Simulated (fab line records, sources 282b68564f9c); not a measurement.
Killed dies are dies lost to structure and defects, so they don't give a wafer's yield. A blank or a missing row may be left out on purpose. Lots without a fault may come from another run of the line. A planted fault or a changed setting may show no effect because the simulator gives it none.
fab line records | flow rit_cmos
record lots=5 wafers=23
route steps=202 shown ACTIVE@4 FOX1@20 PWELL@47 PRETRO@65 NLDD@104 PLDD@122
start_h: hours from the record's first day to the start of the lot's first wafer shown | wait_h: hours since the lot's step before | " the same as in the row above | L1.1+2: a row that stands for several wafers | - no value, or no start given | * or withheld: withheld | < > ~ a bound
route shown NAME@n: a module of which the file shows steps, and the number in the route of the first | usual: mean/standard deviation of fault-free wafers | same: alike in all rows | chamber/n: place in a boat | sites: the reading at each site | _std_site: their standard deviation | _edge_site: outer sites' mean less inner sites' | radius_mm: how far each site lies from the wafer's centre | mask NAME#n: copy n | behind: the tool/chamber that last shaped the wafer | hold: why the lot was held/for how many hours/how that ended | device: the transistor (n, p or np) that didn't switch | end of line: the same wafers' tests at the end of the route | a step without rows: its recipe alone | killed: dies lost to structure and defects at the first sort, not the wafer's yield | map: a wafer's dies, x killed, . not, _ none there
set.NAME: the setting as run; set.NAME@STEP: as run at that earlier step | model.NAME: the simulator's own value behind a step, which no gauge read
lots whose settings were changed on purpose; a table a step, a row a wafer
## steps
# step RIT_ACTIVE_CVD_03
# recipe material=Si3N4 target_thk_nm=150 temp_c=810 precursor=SiH2Cl2/NH3 time_s=1500 pressure_mtorr=300 sih2cl2_flow_sccm=60 nh3_flow_sccm=150
# columns lot.wafer tool chamber start_h wait_h set.time_s model.Si3N4_of_ACTIVE_CVD_03.thk_nm
L074.2 - - - 0.0 1387 135
L074.3 " - " " 1387 135.2
L074.4 " - " " 1387 135.1
L074.5 " - " " 1387 135.4
L074.6 " - " " 1387 136
L078.2 - - - 0.0 1500 150.6
L078.3 " - " " 1500 150.7
L078.4 " - " " 1500 151.2
L078.5 " - " " 1500 149.4
L078.6 " - " " 1500 151.1
L081.1 - - - 0.1 1714 167.1
L081.2 " - " " 1714 167.5
L081.3 " - " " 1714 166.8
L081.4 " - " " 1714 168
L081.5 " - " " 1714 167.8
L083.1 lpcvd-01 1 58.17 0.1 1500 150.5
L083.3 " 1 " " 1500 150
L083.4 " 1 " " 1500 149.7
L085.1+4 - - - 0.1 1297 128.6
L085.2 " - " " 1297 129.2
L085.5 " - " " 1297 128.3
L085.6 " - " " 1297 129.5
# step RIT_ACTIVE_THK_MEAS_04
# recipe reads=Si3N4_of_ACTIVE_CVD_03
# usual ACTIVE_NITRIDE_THK=149.9/2.1
# columns lot.wafer tool chamber start_h wait_h set.time_s@ACTIVE_CVD_03 ACTIVE_NITRIDE_THK[nm]
L074.2 film_metro-04 - - - 1387 134.9
L074.3 " - " " 1387 135.2
L074.4 " - " " 1387 135.2
L074.5 " - " " 1387 135.5
L074.6 " - " " 1387 135.9
L078.2 film_metro-01 - - - 1500 150.6
L078.3 " - " " 1500 150.8
L078.4 " - " " 1500 151.0
L078.5 " - " " 1500 149.4
L078.6 " - " " 1500 151.2
L081.1 film_metro-02 - - - 1714 167.0
L081.2 " - " " 1714 167.6
L081.3 " - " " 1714 166.8
L081.4 " - " " 1714 168.1
L081.5 " - " " 1714 167.8
L083.1 film_metro-02 - 59.58 0.0 1500 150.5
L083.3 " - " " 1500 150.0
L083.4 " - " " 1500 149.6
L085.1 film_metro-02 - - - 1297 128.6
L085.2 " - " " 1297 129.2
L085.4 " - " " 1297 128.7
L085.5 " - " " 1297 128.3
L085.6 " - " " 1297 129.4
# step RIT_ACTIVE_COAT_06
# recipe resist=NOVOLAK spin_rpm=3250 resist_thk_nm=1000
# columns lot.wafer tool chamber start_h wait_h set.resist_thk_nm model.NOVOLAK_of_ACTIVE_COAT_06.thk_nm
L074.2 litho_track-02 0 14.49 0.1 1000 998.9
L074.3 " 0 " " 1000 1000
L074.4 " 0 " " 1000 999.1
L074.5 " 0 " " 1000 999
L074.6 " 0 " " 1000 996.9
L078.2 litho_track-02 0 33.97 0.1 1052 1048
L078.3 " 0 " " 1000 998.1
L078.4 " 0 " " 1000 996.8
L078.5 " 0 " " 1000 995.7
L078.6 " 0 " " 1052 1049
L081.1 litho_track-02 0 50.63 0.1 1000 1003
L081.2 " 0 " " 1000 1001
L081.3 " 0 " " 1041 1039
L081.4 " 0 " " 1000 997.5
L081.5 " 0 " " 1041 1040
L083.1 litho_track-04 0 59.79 0.1 1000 997.8
L083.3 " 0 " " 1000 995.9
L083.4 " 0 " " 1000 996.9
L085.1 litho_track-01 0 68.74 0.1 1037 1041
L085.2 " 0 " " 1000 1005
L085.4+5 " 0 " " 1037 1039
L085.6 " 0 " " 1000 1006
# step RIT_ACTIVE_SOFTBAKE_07
# recipe resist=NOVOLAK temp_c=90 time_s=60
# step RIT_ACTIVE_EXPOSE_08
# recipe mask_id=M1 na=0.6 source_shape=conventional sigma_outer=0.6 target_cd_nm=1400 dose_mj=225
# step RIT_ACTIVE_PEB_09
# recipe resist=NOVOLAK temp_c=withheld time_s=withheld
# step RIT_ACTIVE_DEVELOP_10
# recipe resist=NOVOLAK develop_time_s=50 dev_temp_c=23
# step RIT_ACTIVE_CD_MEAS_11
# recipe target_cd_nm=1400
# usual cd_nm=1399.8/2.2
# columns lot.wafer tool chamber start_h wait_h set.resist_thk_nm@ACTIVE_COAT_06 cd_nm
L074.2 cd_sem-02 - 15.18 - 1000 1400.1
L074.3 " - " " 1000 1400.3
L074.4 " - " " 1000 1399.7
L074.5 " - " " 1000 1402.0
L074.6 " - " " 1000 1399.1
L078.2 cd_sem-02 - 34.67 - 1052 1407.2
L078.3 " - " " 1000 1400.5
L078.4 " - " " 1000 1399.5
L078.5 " - " " 1000 1397.4
L078.6 " - " " 1052 1407.2
L081.1 cd_sem-02 - 51.33 - 1000 1393.8
L081.2 " - " " 1000 1396.7
L081.3 " - " " 1041 1397.6
L081.4 " - " " 1000 1392.8
L081.5 " - " " 1041 1398.6
L083.1 cd_sem-01 - 60.62 - 1000 1398.6
L083.3 " - " " 1000 1398.0
L083.4 " - " " 1000 1398.0
L085.1 cd_sem-02 - 69.56 - 1037 1403.9
L085.2 " - " " 1000 1399.7
L085.4 " - " " 1037 1404.1
L085.5 " - " " 1037 1403.1
L085.6 " - " " 1000 1399.9
# step RIT_ACTIVE_HARDBAKE_12
# recipe resist=NOVOLAK temp_c=140 time_s=60
# columns lot.wafer tool chamber start_h wait_h set.resist_thk_nm@ACTIVE_COAT_06 model.NOVOLAK_of_ACTIVE_COAT_06.thk_nm
L074.2 litho_track-02 0 15.31 0.1 1000 882.8
L074.3 " 0 " " 1000 884
L074.4+5 " 0 " " 1000 882.9
L074.6 " 0 " " 1000 881
L078.2 litho_track-04 0 34.79 0.1 1052 926.2
L078.3 " 0 " " 1000 882.2
L078.4 " 0 " " 1000 880.9
L078.5 " 0 " " 1000 880
L078.6 " 0 " " 1052 926.8
L081.1 litho_track-01 0 51.45 0.1 1000 886
L081.2 " 0 " " 1000 884.6
L081.3 " 0 " " 1041 917.6
L081.4 " 0 " " 1000 881.5
L081.5 " 0 " " 1041 918.9
L083.1 litho_track-02 0 60.74 0.1 1000 881.8
L083.3 " 0 " " 1000 880.1
L083.4 " 0 " " 1000 881.1
L085.1 litho_track-02 0 69.68 0.1 1037 919.6
L085.2 " 0 " " 1000 888.1
L085.4 " 0 " " 1037 918
L085.5 " 0 " " 1037 917.8
L085.6 " 0 " " 1000 888.9
# step RIT_ACTIVE_ETCH_13
# recipe stop_on=SiO2 chemistry=SF6 target=Si3N4 time_s=210 over_etch_frac=0.4 SF6_flow_sccm=200 pressure_mtorr=260 rf_w=125 target_depth_a=2100
# usual oes_product_au=0.821/0.011
# columns lot.wafer tool chamber start_h wait_h set.time_s@ACTIVE_CVD_03 oes_product_au model.etch.depth_nm model.ACTIVE.feature_depth_nm
L074.2 rie_diel-01 1 15.43 0.1 1387 0.770 135 135.9
L074.3 " 3 " " 1387 0.801 - 135.2
L074.4 " 1 " " 1387 0.779 - 136.1
L074.5 " 2 " " 1387 0.770 135.4 135.4
L074.6 " 3 " " 1387 0.794 - 136
L078.2 rie_diel-04 3 34.92 0.1 1500 0.813 150.6 150.6
L078.3 " 0 " " 1500 0.828 150.7 152
L078.4 " 2 " " 1500 0.814 - 152.4
L078.5 " 3 " " 1500 0.812 - 149.4
L078.6 " 0 " " 1500 0.833 151.1 152.4
L081.1 rie_diel-03 1 51.60 0.1 1714 0.863 167.1 167.8
L081.2 " 0 " " 1714 0.882 167.5 167.5
L081.3 " 3 " " 1714 0.879 - 166.8
L081.4 " 2 " " 1714 0.871 - 168
L081.5 " 2 " " 1714 0.872 167.8 167.8
L083.1 rie_diel-03 3 60.89 0.1 1500 0.832 150.5 150.5
L083.3 " 1 " " 1500 0.821 150 150.8
L083.4 " 1 " " 1500 0.817 149.7 150.5
L085.1 rie_diel-03 0 69.83 0.1 1297 0.768 128.6 128.6
L085.2 " 3 " " 1297 0.764 129.2 129.2
L085.4 " 1 " " 1297 0.750 128.6 129.4
L085.5 " 3 " " 1297 0.766 128.3 128.3
L085.6 " 0 " " 1297 0.760 129.5 129.5
# step RIT_ACTIVE_STRIP_14
# recipe chemistry=O2 time_s=180 resist=NOVOLAK platen_temp_c=withheld power_w=500 pressure_mtorr=4000 o2_flow_sccm=4000
# columns lot.wafer tool chamber start_h wait_h set.pressure_mtorr
L074.2+3+4+5+6 plasma_asher-01 0,0,1,1,0 15.57 0.1 3660
L078.2+3+4+5+6 plasma_asher-02 0,1,0,1,0 35.05 0.1 3727
L081.1+2+3+4+5 plasma_asher-01 1,0,0,1,0 51.74 0.1 3416
L083.1+3+4 plasma_asher-01 1,1,0 61.02 0.1 4000
L085.1+2+4+5+6 plasma_asher-04 1,0,1,0,1 69.97 0.1 3758
# step RIT_ACTIVE_CD_MEAS_90
# recipe target_cd_nm=1400
# usual cd_nm=1399.9/2.1
# columns lot.wafer tool chamber start_h wait_h set.resist_thk_nm@ACTIVE_COAT_06 cd_nm
L074.2 cd_sem-01 - 15.76 0.1 1000 1399.7
L074.3 " - " " 1000 1400.4
L074.4 " - " " 1000 1399.6
L074.5 " - " " 1000 1402.0
L074.6 " - " " 1000 1398.5
L078.2 cd_sem-01 - 35.24 0.1 1052 1406.7
L078.3 " - " " 1000 1400.2
L078.4 " - " " 1000 1399.6
L078.5 " - " " 1000 1397.2
L078.6 " - " " 1052 1406.9
L081.1 cd_sem-01 - 51.91 0.1 1000 1394.3
L081.2 " - " " 1000 1396.2
L081.3 " - " " 1041 1397.7
L081.4 " - " " 1000 1393.2
L081.5 " - " " 1041 1398.5
L083.1 cd_sem-01 - 61.20 0.1 1000 1398.7
L083.3 " - " " 1000 1398.3
L083.4 " - " " 1000 1397.9
L085.1 cd_sem-02 - 70.14 0.1 1037 1403.7
L085.2 " - " " 1000 1399.8
L085.4 " - " " 1037 1403.7
L085.5 " - " " 1037 1403.0
L085.6 " - " " 1000 1400.1
# step RIT_FOX1_OXIDATION_00
# recipe temp_c=1100 ambient=H2O target_thk_a=3507 p_h2o_torr=720 ox_time_s=1130
# columns lot.wafer tool chamber start_h wait_h set.temp_c model.SiO2_of_FOX1_OXIDATION_00.thk_nm
L074.2 - - - 0.4 1073 305.2
L074.3 " - " " 1073 306.8
L074.4 " - " " 1073 310.8
L074.5 " - " " 1073 306
L074.6 " - " " 1073 309.9
L078.2 - - - 1.3 1122 385.9
L078.3 " - " " 1122 386.5
L078.4 " - " " 1122 381.4
L078.5 " - " " 1122 388.8
L078.6 " - " " 1122 382.4
L081.1 - - - 0.0 1108 359.2
L081.2 " - " " 1108 361.5
L081.3 " - " " 1108 363.4
L081.4 " - " " 1108 361.7
L081.5 " - " " 1108 362.2
L083.1 furnace-04 0 61.88 0.2 1100 346.8
L083.3 " 0 " " 1100 357.5
L083.4 " 0 " " 1100 349.6
L085.1 - - - 1.8 1079 320.2
L085.2 " - " " 1079 318.5
L085.4 " - " " 1079 321.2
L085.5 " - " " 1079 314
L085.6 " - " " 1079 322.2
# step RIT_FOX1_THK_MEAS_01
# recipe reads=SiO2_of_FOX1_OXIDATION_00
# usual FOX1_OXIDE_THK=353/5.2
# columns lot.wafer tool chamber start_h wait_h set.temp_c@FOX1_OXIDATION_00 FOX1_OXIDE_THK[nm]
L074.2 film_metro-03 - - - 1073 305
L074.3 " - " " 1073 307
L074.4 " - " " 1073 311
L074.5 " - " " 1073 306
L074.6 " - " " 1073 310
L078.2 film_metro-02 - - - 1122 386
L078.3 " - " " 1122 387
L078.4 " - " " 1122 381
L078.5 " - " " 1122 389
L078.6 " - " " 1122 383
L081.1 film_metro-01 - - - 1108 359
L081.2 " - " " 1108 362
L081.3 " - " " 1108 363
L081.4 " - " " 1108 362
L081.5 " - " " 1108 362
L083.1 film_metro-02 - 63.20 0.0 1100 347
L083.3 " - " " 1100 358
L083.4 " - " " 1100 350
L085.1 film_metro-03 - - - 1079 320
L085.2 " - " " 1079 318
L085.4 " - " " 1079 321
L085.5 " - " " 1079 314
L085.6 " - " " 1079 322
# step RIT_PWELL_IMPLANT_08
# recipe species=B energy_kev=170 dose_cm2=7e+13 tilt_deg=7
# columns lot.wafer tool chamber start_h wait_h set.energy_kev model.implant.rp_nm model.implant.drp_nm
L074.2+5+6 implanter-03 0 23.45 0.2 170 493.2 102.9
L074.3+4 " 0 " " 179.8 515 104.5
L078.2+4+5 implanter-01 0 44.05 0.2 161.6 472.4 101
L078.3+6 " 0 " " 170 490.6 102.9
L081.1+3+5 implanter-01 0 59.14 0.2 170 481 102.9
L081.2+4 " 0 " " 165.3 471.1 101.9
L083.1+3+4 implanter-01 0 68.59 0.2 170 485.8 102.9
L085.1+2+4+5+6 implanter-02 0 79.29 0.2 170 501.8 102.9
# step RIT_PRETRO_COAT_01
# recipe resist=NOVOLAK spin_rpm=2000 resist_thk_nm=1300
# columns lot.wafer tool chamber start_h wait_h set.resist_thk_nm model.NOVOLAK_of_PRETRO_COAT_01.thk_nm
L074.2 litho_track-02 0 31.99 0.1 1300 1299
L074.3 " 0 " " 1300 1296
L074.4+6 " 0 " " 1300 1295
L074.5 " 0 " " 1300 1297
L078.2 litho_track-04 0 52.94 0.1 1300 1303
L078.3 " 0 " " 1346 1351
L078.4 " 0 " " 1346 1350
L078.5 " 0 " " 1300 1302
L078.6 " 0 " " 1346 1347
L081.1 litho_track-02 0 66.74 0.1 1300 1300
L081.2 " 0 " " 1300 1297
L081.3 " 0 " " 1300 1299
L081.4 " 0 " " 1300 1301
L081.5 " 0 " " 1300 1295
L083.1+4 litho_track-01 0 76.97 0.1 1300 1297
L083.3 " 0 " " 1300 1293
L085.1 litho_track-02 0 87.93 0.1 1300 1295
L085.2 " 0 " " 1366 1370
L085.4+6 " 0 " " 1300 1302
L085.5 " 0 " " 1366 1366
# step RIT_PRETRO_SOFTBAKE_02
# recipe resist=NOVOLAK temp_c=90 time_s=60
# step RIT_PRETRO_EXPOSE_03
# recipe mask_id=M5 na=0.57 target_cd_nm=43700 dose_mj=250
# step RIT_PRETRO_DEVELOP_05
# recipe resist=NOVOLAK develop_time_s=68 dev_temp_c=23
# step RIT_PRETRO_HARDBAKE_07
# recipe resist=NOVOLAK temp_c=140 time_s=120
# columns lot.wafer tool chamber start_h wait_h set.resist_thk_nm@PRETRO_COAT_01 model.NOVOLAK_of_PRETRO_COAT_01.thk_nm
L074.2 litho_track-02 0 32.89 0.1 1300 1136
L074.3+4+6 " 0 " " 1300 1133
L074.5 " 0 " " 1300 1134
L078.2+5 litho_track-02 0 53.85 0.1 1300 1139
L078.3 " 0 " " 1346 1181
L078.4 " 0 " " 1346 1180
L078.6 " 0 " " 1346 1177
L081.1 litho_track-04 0 67.63 0.0 1300 1137
L081.2 " 0 " " 1300 1135
L081.3 " 0 " " 1300 1136
L081.4 " 0 " " 1300 1138
L081.5 " 0 " " 1300 1133
L083.1+4 litho_track-02 0 77.73 0.0 1300 1135
L083.3 " 0 " " 1300 1131
L085.1 litho_track-02 0 88.69 0.0 1300 1132
L085.2 " 0 " " 1366 1197
L085.4 " 0 " " 1300 1139
L085.5 " 0 " " 1366 1194
L085.6 " 0 " " 1300 1138
# step RIT_PRETRO_IMPLANT_08
# recipe species=B energy_kev=45 dose_cm2=1.2e+13 tilt_deg=7
# columns lot.wafer tool chamber start_h wait_h set.energy_kev model.implant.rp_nm model.implant.drp_nm
L074.2+4 implanter-04 0 33.13 0.2 45 139.9 55.07
L074.3+5+6 " 0 " " 43.74 136.2 54.15
L078.2+4 implanter-02 0 54.08 0.2 47.02 153.1 56.52
L078.3+5+6 " 0 " " 45 146.9 55.07
L081.1+2+3+4+5 implanter-03 0 67.88 0.2 45 143.5 55.07
L083.1+3+4 implanter-03 0 77.98 0.2 45 148.1 55.07
L085.1+2+6 implanter-02 0 88.95 0.2 45 144.4 55.07
L085.4+5 " 0 " " 43.01 138.4 53.6
# step RIT_NLDD_COAT_01
# recipe resist=NOVOLAK spin_rpm=3250 resist_thk_nm=1000
# columns lot.wafer tool chamber start_h wait_h set.resist_thk_nm model.NOVOLAK_of_NLDD_COAT_01.thk_nm
L074.2+4 litho_track-03 0 46.17 0.1 1000 1004
L074.3 " 0 " " 1000 997.2
L074.5 " 0 " " 1000 1005
L074.6 " 0 " " 1000 1002
L078.2+3+6 litho_track-02 0 65.09 0.1 1025 1025
L078.4 " 0 " " 1000 1000
L078.5 " 0 " " 1000 1002
L081.1 litho_track-01 0 79.10 0.1 945.4 943.8
L081.2 " 0 " " 1000 1001
L081.3 " 0 " " 945.4 944.1
L081.4 " 0 " " 1000 999.7
L081.5 " 0 " " 1000 1000
L083.1 litho_track-01 0 90.69 0.1 1000 999.2
L083.3 " 0 " " 1000 998.2
L083.4 " 0 " " 1000 999.5
L085.1 litho_track-01 0 101.09 0.1 961.6 962.7
L085.2 " 0 " " 961.6 961.5
L085.4 " 0 " " 1000 998.1
L085.5 " 0 " " 961.6 963.9
L085.6 " 0 " " 1000 1000
# step RIT_NLDD_SOFTBAKE_02
# recipe resist=NOVOLAK temp_c=90 time_s=60
# step RIT_NLDD_EXPOSE_03
# recipe mask_id=M7 na=0.57 target_cd_nm=40700 dose_mj=250
# step RIT_NLDD_DEVELOP_05
# recipe resist=NOVOLAK develop_time_s=50 dev_temp_c=23
# step RIT_NLDD_HARDBAKE_07
# recipe resist=NOVOLAK temp_c=140 time_s=60
# columns lot.wafer tool chamber start_h wait_h set.resist_thk_nm@NLDD_COAT_01 model.NOVOLAK_of_NLDD_COAT_01.thk_nm
L074.2 litho_track-02 0 46.91 0.0 1000 887.5
L074.3 " 0 " " 1000 881.3
L074.4 " 0 " " 1000 887
L074.5 " 0 " " 1000 888.4
L074.6 " 0 " " 1000 885.6
L078.2 litho_track-03 0 65.83 0.0 1025 905.5
L078.3 " 0 " " 1025 905.8
L078.4 " 0 " " 1000 883.9
L078.5 " 0 " " 1000 885.6
L078.6 " 0 " " 1025 905.7
L081.1 litho_track-01 0 79.96 0.0 945.4 834.5
L081.2 " 0 " " 1000 884.3
L081.3 " 0 " " 945.4 834.8
L081.4 " 0 " " 1000 883.6
L081.5 " 0 " " 1000 883.9
L083.1 litho_track-02 0 91.55 0.0 1000 883
L083.3 " 0 " " 1000 882.2
L083.4 " 0 " " 1000 883.4
L085.1 litho_track-01 0 101.82 0.0 961.6 851.2
L085.2 " 0 " " 961.6 850.1
L085.4 " 0 " " 1000 882.1
L085.5 " 0 " " 961.6 852.2
L085.6 " 0 " " 1000 884
# step RIT_PLDD_IMPLANT_08
# recipe species=BF2 energy_kev=20 dose_cm2=9e+14 tilt_deg=7
# columns lot.wafer tool chamber start_h wait_h set.dose_cm2
L074.2+4+5 implanter-03 0 48.81 0.1 8.513e+14
L074.3+6 " 0 " " 9e+14
L078.2+3+4+5+6 implanter-01 0 67.52 0.1 9e+14
L081.1+2 implanter-02 0 81.53 0.1 9.209e+14
L081.3+4+5 " 0 " " 9e+14
L083.1+3+4 implanter-03 0 93.24 0.1 9e+14
L085.1+4+5 implanter-03 0 103.52 0.1 9e+14
L085.2+6 " 0 " " 9.244e+14
## key
split step=RIT_ACTIVE_CVD_03 setting=time_s stated=1500 by=lot
response step=RIT_ACTIVE_CVD_03 reading=model.Si3N4_of_ACTIVE_CVD_03.thk_nm change=+1.43 per=1% r=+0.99
response step=RIT_ACTIVE_THK_MEAS_04 reading=ACTIVE_NITRIDE_THK change=+1.43 per=1% r=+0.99
response step=RIT_ACTIVE_ETCH_13 reading=oes_product_au change=+0.00408 per=1% r=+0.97
response step=RIT_ACTIVE_ETCH_13 reading=model.etch.depth_nm change=+1.43 per=1% r=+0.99
response step=RIT_ACTIVE_ETCH_13 reading=model.ACTIVE.feature_depth_nm change=+1.43 per=1% r=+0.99
split step=RIT_ACTIVE_COAT_06 setting=resist_thk_nm stated=1000 by=wafer
response step=RIT_ACTIVE_COAT_06 reading=model.NOVOLAK_of_ACTIVE_COAT_06.thk_nm change=+9.68 per=1% r=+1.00
response step=RIT_ACTIVE_CD_MEAS_11 reading=cd_nm change=+1.24 per=1% r=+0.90
response step=RIT_ACTIVE_HARDBAKE_12 reading=model.NOVOLAK_of_ACTIVE_COAT_06.thk_nm change=+8.48 per=1% r=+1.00
response step=RIT_ACTIVE_CD_MEAS_90 reading=cd_nm change=+1.19 per=1% r=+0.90
split step=RIT_ACTIVE_STRIP_14 setting=pressure_mtorr stated=4000 by=lot
response none clear
split step=RIT_FOX1_OXIDATION_00 setting=temp_c stated=1100 by=lot
response step=RIT_FOX1_OXIDATION_00 reading=model.SiO2_of_FOX1_OXIDATION_00.thk_nm change=+17 per=1% r=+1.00
response step=RIT_FOX1_THK_MEAS_01 reading=FOX1_OXIDE_THK change=+17.1 per=1% r=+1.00
split step=RIT_PWELL_IMPLANT_08 setting=energy_kev stated=170 by=wafer
response step=RIT_PWELL_IMPLANT_08 reading=model.implant.rp_nm change=+3.72 per=1% r=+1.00
response step=RIT_PWELL_IMPLANT_08 reading=model.implant.drp_nm change=+0.322 per=1% r=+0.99
split step=RIT_PRETRO_COAT_01 setting=resist_thk_nm stated=1300 by=wafer
response step=RIT_PRETRO_COAT_01 reading=model.NOVOLAK_of_PRETRO_COAT_01.thk_nm change=+13.5 per=1% r=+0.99
response step=RIT_PRETRO_HARDBAKE_07 reading=model.NOVOLAK_of_PRETRO_COAT_01.thk_nm change=+11.6 per=1% r=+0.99
split step=RIT_PRETRO_IMPLANT_08 setting=energy_kev stated=45 by=wafer
response step=RIT_PRETRO_IMPLANT_08 reading=model.implant.rp_nm change=+1.37 per=1% r=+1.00
response step=RIT_PRETRO_IMPLANT_08 reading=model.implant.drp_nm change=+0.327 per=1% r=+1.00
split step=RIT_NLDD_COAT_01 setting=resist_thk_nm stated=1000 by=wafer
response step=RIT_NLDD_COAT_01 reading=model.NOVOLAK_of_NLDD_COAT_01.thk_nm change=+9.98 per=1% r=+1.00
response step=RIT_NLDD_HARDBAKE_07 reading=model.NOVOLAK_of_NLDD_COAT_01.thk_nm change=+8.73 per=1% r=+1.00
split step=RIT_PLDD_IMPLANT_08 setting=dose_cm2 stated=9e+14 by=wafer
response none in this file
